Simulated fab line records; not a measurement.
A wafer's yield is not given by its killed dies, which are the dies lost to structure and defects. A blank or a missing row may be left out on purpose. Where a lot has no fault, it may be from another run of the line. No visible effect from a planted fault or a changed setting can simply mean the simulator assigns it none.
fab line records	flow berkeleyCmos170
record: lots: 5	wafers: 23
route steps=331 shown START@3 NWELL@21 PWELL@39 ACTIVE@65 FIELD@90 NVT@105
startH: start of the lot's first displayed wafer, in hours after the record's first day	waitH: hours from the lot's prior step to this one	" same as the row above	L1.1+2: a row that stands for several wafers	- value missing, or start not given	* or withheld: withheld	< > ~ a bound
route shown NAME@n: a module of which the file shows steps, and the number in the route of the first	usual: the fault-free wafers' mean and standard deviation	same: alike in all rows	chamber/n: place in a boat	sites: each site's reading	_std_site: their standard deviation	_edge_site: the outer-site mean with the inner-site mean subtracted	radiusMm: how far each site lies from the wafer's centre	mask NAME#n: copy n	behind: tool/chamber where the wafer was last shaped	hold: the reason the lot was held/the length of the hold in hours/how it ended	device: whichever transistor did not switch (one of n, p or np)	end of line: the same wafers' tests at the end of the route	where a step has no rows: the recipe by itself	killed: at the first sort, the dies lost to defects and structure; wafer yield is something else	map: dies across one wafer; x = killed, . = not, _ = none there
set.NAME: the setting that was run; set.NAME@STEP: the one run at that earlier step	model.NAME: the simulator's own value behind a step, which no gauge read
lots run with intentionally changed settings; tables by step, rows by wafer
== steps ==
step: UCB170_START_OXIDATION_02
recipe: tempC: 950	ambient: O2	targetThkA: 200	oxTimeS: 1800
lot.wafer	tool	chamber	startH	waitH	set.tempC	model.SiO2_of_START_OXIDATION_02.thkNm
L074.1	-	-	-	2.3	963.3	22.79
L074.3	"	-	"	"	963.3	23.4
L074.4	"	-	"	"	963.3	23.24
L074.5	"	-	"	"	963.3	23.28
L074.6	"	-	"	"	963.3	22.7
L077.2	-	-	-	3.7	978.3	26.62
L077.3	"	-	"	"	978.3	26.06
L077.4	"	-	"	"	978.3	26.74
L077.5	"	-	"	"	978.3	26.21
L077.6	"	-	"	"	978.3	26.29
L081.2	-	-	-	3.5	928.2	16.16
L081.3	"	-	"	"	928.2	16.35
L081.4	"	-	"	"	928.2	16.25
L081.5	"	-	"	"	928.2	15.76
L081.6	"	-	"	"	928.2	16.39
L084.1	furnace-04	0	61.75	1.6	950	19.76
L084.4	"	0	"	"	950	19.55
L084.5	"	0	"	"	950	19.59
L085.1	-	-	-	3.5	967.3	23.08
L085.3	"	-	"	"	967.3	23.56
L085.4	"	-	"	"	967.3	23.67
L085.5	"	-	"	"	967.3	23.27
L085.6	"	-	"	"	967.3	23.32
step: UCB170_START_THK_MEAS_03
recipe: reads: SiO2_of_START_OXIDATION_02
usual: START_OXIDE_THK: 20.0/0.32
lot.wafer	tool	chamber	startH	waitH	set.tempC@START_OXIDATION_02	START_OXIDE_THK[nm]
L074.1	filmMetro-03	-	-	-	963.3	22.8
L074.3	"	-	"	"	963.3	23.4
L074.4	"	-	"	"	963.3	23.2
L074.5	"	-	"	"	963.3	23.3
L074.6	"	-	"	"	963.3	22.7
L077.2	filmMetro-02	-	-	-	978.3	26.6
L077.3	"	-	"	"	978.3	26.1
L077.4	"	-	"	"	978.3	26.7
L077.5	"	-	"	"	978.3	26.2
L077.6	"	-	"	"	978.3	26.3
L081.2	filmMetro-01	-	-	-	928.2	16.2
L081.3	"	-	"	"	928.2	16.3
L081.4	"	-	"	"	928.2	16.3
L081.5	"	-	"	"	928.2	15.8
L081.6	"	-	"	"	928.2	16.5
L084.1	filmMetro-02	-	63.25	0.0	950	19.8
L084.4	"	-	"	"	950	19.6
L084.5	"	-	"	"	950	19.6
L085.1	filmMetro-03	-	-	-	967.3	23.1
L085.3	"	-	"	"	967.3	23.5
L085.4	"	-	"	"	967.3	23.7
L085.5	"	-	"	"	967.3	23.3
L085.6	"	-	"	"	967.3	23.3
step: UCB170_NWELL_COAT_07
recipe: resist: KrF	spinRpm: 1500	resistThkNm: 900
lot.wafer	tool	chamber	startH	waitH	set.resistThkNm	model.KrF_of_NWELL_COAT_07.thkNm
L074.1	lithoTrack-02	0	27.56	0.1	900	902.2
L074.3	"	0	"	"	900	899.4
L074.4	"	0	"	"	900	900.8
L074.5	"	0	"	"	900	900.7
L074.6	"	0	"	"	900	903.2
L077.2	lithoTrack-03	0	48.68	0.1	932.9	937.1
L077.3	"	0	"	"	900	903.6
L077.4	"	0	"	"	932.9	937
L077.5	"	0	"	"	900	903.2
L077.6	"	0	"	"	900	906.9
L081.2	lithoTrack-02	0	69.37	0.1	900	903.2
L081.3	"	0	"	"	948.8	953.5
L081.4	"	0	"	"	948.8	952.1
L081.5	"	0	"	"	900	902.7
L081.6	"	0	"	"	900	901.6
L084.1	lithoTrack-01	0	85.18	0.1	900	897
L084.4	"	0	"	"	900	900.5
L084.5	"	0	"	"	900	899.1
L085.1	lithoTrack-02	0	90.92	0.1	900	905.6
L085.3	"	0	"	"	858.8	861.1
L085.4	"	0	"	"	900	901.1
L085.5	"	0	"	"	858.8	861.6
L085.6	"	0	"	"	900	905.3
step: UCB170_NWELL_SOFTBAKE_08
recipe: resist: KrF	tempC: 130	timeS: 60
step: UCB170_NWELL_EXPOSE_09
recipe: maskId: NWELL	targetCdNm: 3000	na: 0.5	sigmaOuter: 0.6	sourceShape: conventional	doseMj: 25
step: UCB170_NWELL_DEVELOP_11
recipe: developer: TMAH	developTimeS: 45	resist: KrF	devTempC: 21
step: UCB170_NWELL_ETCH_13
recipe: chemistry: CH3F/Ar/O2	target: Si3N4	stopOn: SiO2	CH3F_flow_sccm: 20	Ar_flow_sccm: 50	O2_flow_sccm: 7	pressureMtorr: 50	rfW: 450	targetDepthA: 2464	overEtchFrac: 0.1	timeS: 154
lot.wafer	tool	chamber	startH	waitH	set.resistThkNm@NWELL_COAT_07	model.KrF_of_NWELL_COAT_07.thkNm
L074.1	rieDiel-04	1	28.46	0.0	900	722.2
L074.3	"	3	"	"	900	717.2
L074.4	"	0	"	"	900	724.4
L074.5	"	3	"	"	900	720.5
L074.6	"	2	"	"	900	726.4
L077.2	rieDiel-04	2	49.71	0.0	932.9	759.5
L077.3	"	1	"	"	900	723.2
L077.4	"	1	"	"	932.9	756.6
L077.5	"	2	"	"	900	727
L077.6	"	0	"	"	900	728.3
L081.2	rieDiel-03	1	70.41	0.0	900	729.1
L081.3	"	3	"	"	948.8	774.8
L081.4	"	2	"	"	948.8	776.1
L081.5	"	0	"	"	900	726.2
L081.6	"	1	"	"	900	727.7
L084.1	rieDiel-01	3	86.14	0.0	900	722.7
L084.4	"	1	"	"	900	722.6
L084.5	"	3	"	"	900	723.7
L085.1	rieDiel-03	3	91.77	0.0	900	725.4
L085.3	"	2	"	"	858.8	684.5
L085.4	"	1	"	"	900	726.1
L085.5	"	0	"	"	858.8	685.5
L085.6	"	3	"	"	900	724.9
step: UCB170_NWELL_IMPLANT_14
recipe: species: P	doseCm2: 1e+13	energyKev: 150	tiltDeg: 7
lot.wafer	tool	chamber	startH	waitH	set.energyKev	model.implant.rpNm	model.implant.drpNm
L074.1+3+4	implanter-01	0	28.56	0.1	150	189.4	62.72
L074.5+6	"	0	"	"	156.4	197.9	64.72
L077.2+4+5	implanter-03	0	49.84	0.1	150	183.2	62.72
L077.3+6	"	0	"	"	145.1	177	61.12
L081.2+3+4+5+6	implanter-01	0	70.53	0.1	150	187.9	62.72
L084.1+4+5	implanter-04	0	86.24	0.1	150	188.8	62.72
L085.1+6	implanter-04	0	91.88	0.1	147	188.2	61.75
L085.3+4+5	"	0	"	"	150	192.2	62.72
step: UCB170_NWELL_STRIP_15
recipe: chemistry: O2	powerW: 400	pressureMtorr: 3500	platenTempC: withheld	o2FlowSccm: 400	overashFraction: 0.5
usual: stripTimeToEndpointS: 18.09/0.073
lot.wafer	tool	chamber	startH	waitH	set.resistThkNm@NWELL_COAT_07	stripTimeToEndpointS
L074.1	plasmaAsher-03	0	28.71	0.1	900	18.03
L074.3	"	1	"	"	900	17.91
L074.4	"	0	"	"	900	18.08
L074.5	"	0	"	"	900	17.99
L074.6	"	1	"	"	900	18.12
L077.2	plasmaAsher-04	1	49.97	0.1	932.9	18.93
L077.3	"	0	"	"	900	18.06
L077.4	"	1	"	"	932.9	18.86
L077.5	"	0	"	"	900	18.14
L077.6	"	1	"	"	900	18.20
L081.2	plasmaAsher-03	1	70.66	0.1	900	18.19
L081.3	"	0	"	"	948.8	19.30
L081.4	"	1	"	"	948.8	19.32
L081.5	"	1	"	"	900	18.13
L081.6	"	0	"	"	900	18.16
L084.1	plasmaAsher-04	1	86.39	0.1	900	18.04
L084.4	"	0	"	"	900	18.05
L084.5	"	0	"	"	900	18.07
L085.1	plasmaAsher-03	0	92.03	0.1	900	18.10
L085.3	"	1	"	"	858.8	17.12
L085.4	"	0	"	"	900	18.12
L085.5	"	0	"	"	858.8	17.15
L085.6	"	1	"	"	900	18.09
step: UCB170_PWELL_CVD_05
recipe: material: Si3N4	targetThkNm: 220	tempC: 800	precursor: SiH2Cl2/NH3	timeS: 3300	pressureMtorr: 200	sih2cl2FlowSccm: 25	nh3FlowSccm: 75
lot.wafer	tool	chamber	startH	waitH	set.timeS	model.Si3N4_of_PWELL_CVD_05.thkNm
L074.1	-	-	-	0.0	3747	246.6
L074.3	"	-	"	"	3747	248.4
L074.4	"	-	"	"	3747	248.9
L074.5	"	-	"	"	3747	249.6
L074.6	"	-	"	"	3747	250.2
L077.2	-	-	-	0.0	3300	219.4
L077.3	"	-	"	"	3300	220.7
L077.4	"	-	"	"	3300	222
L077.5	"	-	"	"	3300	219.9
L077.6	"	-	"	"	3300	220.9
L081.2	-	-	-	0.0	3151	208.3
L081.3	"	-	"	"	3151	208.4
L081.4	"	-	"	"	3151	207.3
L081.5	"	-	"	"	3151	208.8
L081.6	"	-	"	"	3151	209.3
L084.1+4	lpcvd-02	0	100.28	0.0	3300	220.8
L084.5	"	0	"	"	3300	221.5
L085.1	-	-	-	0.0	3767	251.7
L085.3	"	-	"	"	3767	250.1
L085.4	"	-	"	"	3767	251.1
L085.5	"	-	"	"	3767	250.5
L085.6	"	-	"	"	3767	251.3
step: UCB170_PWELL_THK_MEAS_06
recipe: reads: Si3N4_of_PWELL_CVD_05
usual: PWELL_NITRIDE_THK: 220.7/2.5
lot.wafer	tool	chamber	startH	waitH	set.timeS@PWELL_CVD_05	PWELL_NITRIDE_THK[nm]
L074.1	filmMetro-04	-	-	-	3747	246.4
L074.3	"	-	"	"	3747	248.6
L074.4	"	-	"	"	3747	249.0
L074.5	"	-	"	"	3747	249.7
L074.6	"	-	"	"	3747	250.1
L077.2	filmMetro-01	-	-	-	3300	219.4
L077.3	"	-	"	"	3300	220.7
L077.4	"	-	"	"	3300	222.1
L077.5	"	-	"	"	3300	219.9
L077.6	"	-	"	"	3300	220.7
L081.2	filmMetro-04	-	-	-	3151	208.2
L081.3	"	-	"	"	3151	208.3
L081.4	"	-	"	"	3151	207.4
L081.5	"	-	"	"	3151	208.9
L081.6	"	-	"	"	3151	209.3
L084.1	filmMetro-01	-	102.19	0.0	3300	220.8
L084.4	"	-	"	"	3300	220.7
L084.5	"	-	"	"	3300	221.5
L085.1	filmMetro-02	-	-	-	3767	251.7
L085.3	"	-	"	"	3767	250.1
L085.4	"	-	"	"	3767	251.0
L085.5	"	-	"	"	3767	250.7
L085.6	"	-	"	"	3767	251.4
step: UCB170_PWELL_HMDS_07
recipe: primeTimeS: 60	primeTempC: 100
step: UCB170_PWELL_COAT_08
recipe: resist: KrF	spinRpm: 1500	resistThkNm: 900
step: UCB170_PWELL_DEVELOP_12
recipe: developer: TMAH	developTimeS: 45	resist: KrF	devTempC: 21
step: UCB170_PWELL_ETCH_14
recipe: chemistry: CH3F/Ar/O2	target: Si3N4	stopOn: SiO2	CH3F_flow_sccm: 20	Ar_flow_sccm: 50	O2_flow_sccm: 7	pressureMtorr: 50	rfW: 450	targetDepthA: 2420	overEtchFrac: 0.1	timeS: 151
lot.wafer	tool	chamber	startH	waitH	set.timeS@PWELL_CVD_05	model.etch.depthNm
L074.1	rieDiel-02	3	45.73	0.0	3747	241.4
L074.3	"	2	"	"	3747	240
L074.4	"	1	"	"	3747	238
L074.5	"	1	"	"	3747	238.2
L074.6	"	0	"	"	3747	237
L077.2	rieDiel-01	0	71.37	0.0	3300	219.4
L077.3	"	3	"	"	3300	220.7
L077.4	"	1	"	"	3300	222
L077.5	"	1	"	"	3300	219.9
L077.6	"	0	"	"	3300	220.9
L081.2	rieDiel-04	3	89.94	0.0	3151	208.3
L081.3	"	2	"	"	3151	208.4
L081.4	"	1	"	"	3151	207.3
L081.5	"	3	"	"	3151	208.8
L081.6	"	0	"	"	3151	209.3
L084.1+4	rieDiel-04	2,0	103.74	0.0	3300	220.8
L084.5	"	2	"	"	3300	221.5
L085.1	rieDiel-02	1	115.51	0.0	3767	239.8
L085.3	"	3	"	"	3767	239.7
L085.4	"	0	"	"	3767	236.2
L085.5	"	2	"	"	3767	243.4
L085.6	"	3	"	"	3767	242.2
step: UCB170_PWELL_IMPLANT_15
recipe: species: B	doseCm2: 5e+12	energyKev: 60	tiltDeg: 7
lot.wafer	tool	chamber	startH	waitH	set.energyKev	model.implant.rpNm	model.implant.drpNm
L074.1+3	implanter-01	0	45.83	0.1	61.86	195.4	65.75
L074.4+5+6	"	0	"	"	60	188.6	64.7
L077.2+3+6	implanter-01	0	71.50	0.1	60	185.2	64.7
L077.4+5	"	0	"	"	63.26	198.3	66.52
L081.2+3+4+5+6	implanter-02	0	90.07	0.1	60	189.4	64.7
L084.1+4+5	implanter-02	0	103.84	0.1	60	191.3	64.7
L085.1+3	implanter-01	0	115.61	0.1	60	185.5	64.7
L085.4+5+6	"	0	"	"	57.73	179	63.38
step: UCB170_ACTIVE_CVD_05
recipe: material: Si3N4	targetThkNm: 220	tempC: 800	precursor: SiH2Cl2/NH3	timeS: 3300	pressureMtorr: 200	sih2cl2FlowSccm: 25	nh3FlowSccm: 75
lot.wafer	tool	chamber	startH	waitH	set.sih2cl2FlowSccm	model.Si3N4_of_ACTIVE_CVD_05.thkNm
L074.1	-	-	-	0.7	28.54	231.2
L074.3	"	-	"	"	28.54	230.8
L074.4	"	-	"	"	28.54	231.4
L074.5	"	-	"	"	28.54	229.9
L074.6	"	-	"	"	28.54	230.3
L077.2	-	-	-	0.0	25	218
L077.3	"	-	"	"	25	218.8
L077.4	"	-	"	"	25	219.3
L077.5	"	-	"	"	25	217.8
L077.6	"	-	"	"	25	218.3
L081.2	-	-	-	0.0	25	217.7
L081.3	"	-	"	"	25	217.9
L081.4+6	"	-	"	"	25	218.6
L081.5	"	-	"	"	25	219.8
L084.1	lpcvd-01	1	149.66	0.0	25	218.4
L084.4	"	1	"	"	25	217.6
L084.5	"	1	"	"	25	219.5
L085.1	-	-	-	0.0	22.77	215.7
L085.3	"	-	"	"	22.77	215.8
L085.4	"	-	"	"	22.77	216.4
L085.5	"	-	"	"	22.77	215.1
L085.6	"	-	"	"	22.77	214.8
step: UCB170_ACTIVE_THK_MEAS_06
recipe: reads: Si3N4_of_ACTIVE_CVD_05
usual: ACTIVE_NITRIDE_THK: 219.9/2.3
lot.wafer	tool	chamber	startH	waitH	set.sih2cl2FlowSccm@ACTIVE_CVD_05	ACTIVE_NITRIDE_THK[nm]
L074.1	filmMetro-02	-	-	-	28.54	231.3
L074.3	"	-	"	"	28.54	230.8
L074.4	"	-	"	"	28.54	231.5
L074.5	"	-	"	"	28.54	229.8
L074.6	"	-	"	"	28.54	230.3
L077.2	filmMetro-02	-	-	-	25	218.0
L077.3	"	-	"	"	25	218.8
L077.4	"	-	"	"	25	219.2
L077.5	"	-	"	"	25	217.8
L077.6	"	-	"	"	25	218.4
L081.2	filmMetro-02	-	-	-	25	217.9
L081.3	"	-	"	"	25	218.0
L081.4	"	-	"	"	25	218.5
L081.5	"	-	"	"	25	219.7
L081.6	"	-	"	"	25	218.5
L084.1	filmMetro-03	-	151.58	0.0	25	218.4
L084.4	"	-	"	"	25	217.8
L084.5	"	-	"	"	25	219.5
L085.1	filmMetro-03	-	-	-	22.77	215.7
L085.3	"	-	"	"	22.77	215.8
L085.4	"	-	"	"	22.77	216.5
L085.5	"	-	"	"	22.77	215.1
L085.6	"	-	"	"	22.77	214.8
step: UCB170_FIELD_OXIDATION_01
recipe: tempC: 1000	ambient: H2O	pH2oTorr: 584.62	targetThkA: 5583	oxTimeS: 7200
lot.wafer	tool	chamber	startH	waitH	set.oxTimeS	set.sih2cl2FlowSccm@ACTIVE_CVD_05	model.SiO2_of_FIELD_OXIDATION_01.thkNm	model.Si3N4_of_ACTIVE_CVD_05.thkNm
L074.1	-	-	-	4.8	6239	28.54	505.6	224.6
L074.3	"	-	"	"	6239	28.54	513.4	224.1
L074.4	"	-	"	"	6239	28.54	514.7	224.7
L074.5	"	-	"	"	6239	28.54	509.9	223.2
L074.6	"	-	"	"	6239	28.54	504.1	223.7
L077.2	-	-	-	5.0	7996	25	605.1	210.3
L077.3	"	-	"	"	7996	25	605.6	211.1
L077.4	"	-	"	"	7996	25	609.9	211.6
L077.5	"	-	"	"	7996	25	606.5	210.1
L077.6	"	-	"	"	7996	25	599.8	210.6
L081.2	-	-	-	8.6	6261	25	501.6	211.1
L081.3	"	-	"	"	6261	25	505.1	211.3
L081.4	"	-	"	"	6261	25	497	212
L081.5	"	-	"	"	6261	25	493	213.1
L081.6	"	-	"	"	6261	25	490.8	211.9
L084.1	furnace-04	0	160.11	4.9	7200	25	560.7	211.1
L084.4	"	0	"	"	7200	25	560.3	210.4
L084.5	"	0	"	"	7200	25	558.4	212.2
L085.1	-	-	-	2.9	6828	22.77	528.8	208.7
L085.3	"	-	"	"	6828	22.77	531.3	208.7
L085.4	"	-	"	"	6828	22.77	528.7	209.4
L085.5	"	-	"	"	6828	22.77	533.1	208.1
L085.6	"	-	"	"	6828	22.77	527.7	207.8
step: UCB170_FIELD_THK_MEAS_02
recipe: reads: SiO2_of_FIELD_OXIDATION_01
usual: FIELD_OXIDE_THK: 560/9.1
lot.wafer	tool	chamber	startH	waitH	set.oxTimeS@FIELD_OXIDATION_01	FIELD_OXIDE_THK[nm]
L074.1	filmMetro-01	-	-	-	6239	505
L074.3	"	-	"	"	6239	513
L074.4	"	-	"	"	6239	514
L074.5	"	-	"	"	6239	509
L074.6	"	-	"	"	6239	504
L077.2	filmMetro-01	-	-	-	7996	605
L077.3	"	-	"	"	7996	606
L077.4	"	-	"	"	7996	610
L077.5	"	-	"	"	7996	607
L077.6	"	-	"	"	7996	600
L081.2	filmMetro-04	-	-	-	6261	502
L081.3	"	-	"	"	6261	505
L081.4	"	-	"	"	6261	497
L081.5	"	-	"	"	6261	493
L081.6	"	-	"	"	6261	490
L084.1	filmMetro-04	-	163.17	0.1	7200	561
L084.4	"	-	"	"	7200	560
L084.5	"	-	"	"	7200	558
L085.1	filmMetro-04	-	-	-	6828	529
L085.3	"	-	"	"	6828	531
L085.4	"	-	"	"	6828	529
L085.5	"	-	"	"	6828	533
L085.6	"	-	"	"	6828	528
step: UCB170_FIELD_ANNEAL_03
recipe: tempC: 1000	timeS: 1200	ambient: N2
step: UCB170_FIELD_WET_ETCH_04
recipe: chemistry: dHF	dilution: 10:1	target: SiO2	tempC: 25	timeS: 60
step: UCB170_FIELD_WET_ETCH_05
recipe: chemistry: H3PO4	target: Si3N4	tempC: 160	timeS: 12600
lot.wafer	tool	chamber	startH	waitH	set.oxTimeS@FIELD_OXIDATION_01	model.SiO2_of_FIELD_OXIDATION_01.thkNm
L074.1	wetBench-01	2	100.63	0.0	6239	438.2
L074.3	"	2	"	"	6239	446
L074.4	"	2	"	"	6239	447.1
L074.5	"	2	"	"	6239	442.6
L074.6	"	2	"	"	6239	436.6
L077.2	wetBench-02	1	131.81	0.0	7996	539.1
L077.3	"	1	"	"	7996	539.7
L077.4	"	1	"	"	7996	543.9
L077.5	"	1	"	"	7996	540.9
L077.6	"	1	"	"	7996	533.9
L081.2	wetBench-01	1	154.35	0.0	6261	434.1
L081.3	"	1	"	"	6261	437.9
L081.4	"	1	"	"	6261	430
L081.5	"	1	"	"	6261	425.5
L081.6	"	1	"	"	6261	423.2
L084.1	wetBench-02	1	168.02	0.0	7200	495.4
L084.4	"	1	"	"	7200	495
L084.5	"	1	"	"	7200	493.2
L085.1	wetBench-02	3	174.62	0.0	6828	462.5
L085.3	"	3	"	"	6828	465.1
L085.4	"	3	"	"	6828	462.7
L085.5	"	3	"	"	6828	466.9
L085.6	"	3	"	"	6828	461.4
step: UCB170_FIELD_WET_ETCH_06
recipe: chemistry: BOE	dilution: 5:1	target: SiO2	tempC: 25	timeS: 22
step: UCB170_FIELD_THK_MEAS_90
recipe: reads: SiO2_of_FIELD_OXIDATION_01
usual: FIELD_OXIDE_LEFT_1_THK: 443/9
lot.wafer	tool	chamber	startH	waitH	set.oxTimeS@FIELD_OXIDATION_01	FIELD_OXIDE_LEFT_1_THK[nm]
L074.1	filmMetro-01	-	104.16	0.0	6239	388
L074.3	"	-	"	"	6239	396
L074.4	"	-	"	"	6239	397
L074.5	"	-	"	"	6239	393
L074.6	"	-	"	"	6239	387
L077.2	filmMetro-01	-	135.35	0.0	7996	489
L077.3	"	-	"	"	7996	489
L077.4	"	-	"	"	7996	494
L077.5	"	-	"	"	7996	491
L077.6	"	-	"	"	7996	484
L081.2	filmMetro-01	-	162.59	0.0	6261	385
L081.3	"	-	"	"	6261	389
L081.4	"	-	"	"	6261	381
L081.5	"	-	"	"	6261	376
L081.6	"	-	"	"	6261	374
L084.1	filmMetro-01	-	171.55	0.0	7200	446
L084.4	"	-	"	"	7200	445
L084.5	"	-	"	"	7200	443
L085.1	filmMetro-01	-	178.84	0.0	6828	413
L085.3	"	-	"	"	6828	416
L085.4	"	-	"	"	6828	413
L085.5	"	-	"	"	6828	417
L085.6	"	-	"	"	6828	412
step: UCB170_NVT_COAT_01
recipe: resist: KrF	spinRpm: 1500	resistThkNm: 900
lot.wafer	tool	chamber	startH	waitH	set.spinRpm	model.KrF_of_NVT_COAT_01.thkNm
L074.1	lithoTrack-03	0	133.19	0.1	1500	903.6
L074.3	"	0	"	"	1531	897.1
L074.4	"	0	"	"	1500	904.2
L074.5	"	0	"	"	1500	903.4
L074.6	"	0	"	"	1531	897.2
L077.2	lithoTrack-01	0	162.70	0.1	1500	898.7
L077.3	"	0	"	"	1500	900.4
L077.4	"	0	"	"	1500	898.4
L077.5	"	0	"	"	1500	899.2
L077.6	"	0	"	"	1500	899.5
L081.2	lithoTrack-01	0	180.91	0.1	1500	901.2
L081.3	"	0	"	"	1500	903
L081.4	"	0	"	"	1401	931.6
L081.5	"	0	"	"	1401	931.2
L081.6	"	0	"	"	1401	934.3
L084.1	lithoTrack-01	0	191.47	0.1	1500	903.7
L084.4	"	0	"	"	1500	905.3
L084.5	"	0	"	"	1500	902.7
L085.1+5	lithoTrack-03	0	191.76	0.1	1500	903.4
L085.3+4	"	0	"	"	1500	904.2
L085.6	"	0	"	"	1500	902.3
== key ==
split: step: UCB170_START_OXIDATION_02	setting: tempC	stated: 950	by: lot
response: step: UCB170_START_OXIDATION_02	reading: model.SiO2_of_START_OXIDATION_02.thkNm	change: +1.91	per: 1%	r: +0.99
response: step: UCB170_START_THK_MEAS_03	reading: START_OXIDE_THK	change: +1.9	per: 1%	r: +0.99
split: step: UCB170_NWELL_COAT_07	setting: resistThkNm	stated: 900	by: wafer
response: step: UCB170_NWELL_COAT_07	reading: model.KrF_of_NWELL_COAT_07.thkNm	change: +9.2	per: 1%	r: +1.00
response: step: UCB170_NWELL_ETCH_13	reading: model.KrF_of_NWELL_COAT_07.thkNm	change: +8.81	per: 1%	r: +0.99
response: step: UCB170_NWELL_STRIP_15	reading: stripTimeToEndpointS	change: *	per: 1%	r: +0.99
split: step: UCB170_NWELL_IMPLANT_14	setting: energyKev	stated: 150	by: wafer
response: step: UCB170_NWELL_IMPLANT_14	reading: model.implant.rpNm	change: +1.96	per: 1%	r: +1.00
response: step: UCB170_NWELL_IMPLANT_14	reading: model.implant.drpNm	change: +0.478	per: 1%	r: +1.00
split: step: UCB170_PWELL_CVD_05	setting: timeS	stated: 3300	by: lot
response: step: UCB170_PWELL_CVD_05	reading: model.Si3N4_of_PWELL_CVD_05.thkNm	change: +2.2	per: 1%	r: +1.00
response: step: UCB170_PWELL_THK_MEAS_06	reading: PWELL_NITRIDE_THK	change: +2.2	per: 1%	r: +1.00
response: step: UCB170_PWELL_ETCH_14	reading: model.etch.depthNm	change: +1.57	per: 1%	r: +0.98
split: step: UCB170_PWELL_IMPLANT_15	setting: energyKev	stated: 60	by: wafer
response: step: UCB170_PWELL_IMPLANT_15	reading: model.implant.rpNm	change: +2.18	per: 1%	r: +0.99
response: step: UCB170_PWELL_IMPLANT_15	reading: model.implant.drpNm	change: +0.339	per: 1%	r: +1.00
split: step: UCB170_ACTIVE_CVD_05	setting: sih2cl2FlowSccm	stated: 25	by: lot
response: step: UCB170_ACTIVE_CVD_05	reading: model.Si3N4_of_ACTIVE_CVD_05.thkNm	change: +0.688	per: 1%	r: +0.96
response: step: UCB170_ACTIVE_THK_MEAS_06	reading: ACTIVE_NITRIDE_THK	change: +0.689	per: 1%	r: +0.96
response: step: UCB170_FIELD_OXIDATION_01	reading: model.Si3N4_of_ACTIVE_CVD_05.thkNm	change: +0.708	per: 1%	r: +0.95
split: step: UCB170_FIELD_OXIDATION_01	setting: oxTimeS	stated: 7200	by: lot
response: step: UCB170_FIELD_OXIDATION_01	reading: model.SiO2_of_FIELD_OXIDATION_01.thkNm	change: +4.21	per: 1%	r: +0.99
response: step: UCB170_FIELD_THK_MEAS_02	reading: FIELD_OXIDE_THK	change: +4.22	per: 1%	r: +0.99
response: step: UCB170_FIELD_WET_ETCH_05	reading: model.SiO2_of_FIELD_OXIDATION_01.thkNm	change: +4.28	per: 1%	r: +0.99
response: step: UCB170_FIELD_THK_MEAS_90	reading: FIELD_OXIDE_LEFT_1_THK	change: +4.26	per: 1%	r: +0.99
split: step: UCB170_NVT_COAT_01	setting: spinRpm	stated: 1500	by: wafer
response: step: UCB170_NVT_COAT_01	reading: model.KrF_of_NVT_COAT_01.thkNm	change: -4.46	per: 1%	r: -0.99
